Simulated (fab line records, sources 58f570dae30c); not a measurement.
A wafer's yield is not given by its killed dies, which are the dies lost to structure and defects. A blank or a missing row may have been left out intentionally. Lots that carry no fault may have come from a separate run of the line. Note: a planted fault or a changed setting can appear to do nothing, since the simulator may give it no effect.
Chamber matching :: flow berkeleyCmos170 :: pecvd-03 running UCB170_V1_CVD_00: 3 sister chambers
The step deposits SiO2 from TEOS/O2, target thk 2000 nm, time 250 s. 6 wafers are shown with their chamber, then 7 later ones without.

## WAFERS PAIRED WITH THEIR CHAMBERS
wafer: L708.4
chamber: 1
heaterPowerW (W): 175

wafer: L710.1
chamber: 2
heaterPowerW (W): 284

wafer: L710.4
chamber: 1
heaterPowerW (W): 174

wafer: L710.5
chamber: 2
heaterPowerW (W): 217

wafer: L721.1
chamber: 0
heaterPowerW (W): 415

wafer: L721.4
chamber: 0
heaterPowerW (W): 304

## WAFERS WITH NO CHAMBER GIVEN
wafer: L721.5
heaterPowerW (W): 166

wafer: L724.2
heaterPowerW (W): 211

wafer: L724.3
heaterPowerW (W): 216

wafer: L724.5
heaterPowerW (W): 428

wafer: L727.2
heaterPowerW (W): 277

wafer: L727.3
heaterPowerW (W): 320

wafer: L727.6
heaterPowerW (W): 175

## WHICH CHAMBER EACH WENT THROUGH
wafer: L721.5
from the rows above: can't be placed: 1 or 2
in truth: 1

wafer: L724.2
from the rows above: can't be placed: 1 or 2
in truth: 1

wafer: L724.3
from the rows above: can't be placed: 2 or 1
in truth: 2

wafer: L724.5
from the rows above: 0
in truth: 0

wafer: L727.2
from the rows above: can't be placed: 2 or 0 or 1
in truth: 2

wafer: L727.3
from the rows above: can't be placed: 0 or 2
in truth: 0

wafer: L727.6
from the rows above: can't be placed: 1 or 2
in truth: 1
Correctly placed: 1 of 7. From these rows, 6 cannot be placed; in 6 the true chamber is one of the candidates. Placed wrongly: 0.
How it was worked out, from the rows above alone: a wafer's distance from a chamber is the root of the sum, over the readings, of the square of ((its reading less the chamber's mean) divided by the reading's scatter). If the next closest chamber is less than 2 further off than the closest, the wafer can't be placed; otherwise it belongs to the closest. For every chamber, the mean is computed from those of its wafers that are shown. How the scatter is found: for the shown wafers, subtract from each reading the mean of its chamber, square and add these, divide the total by (wafers less chambers), then take the root.
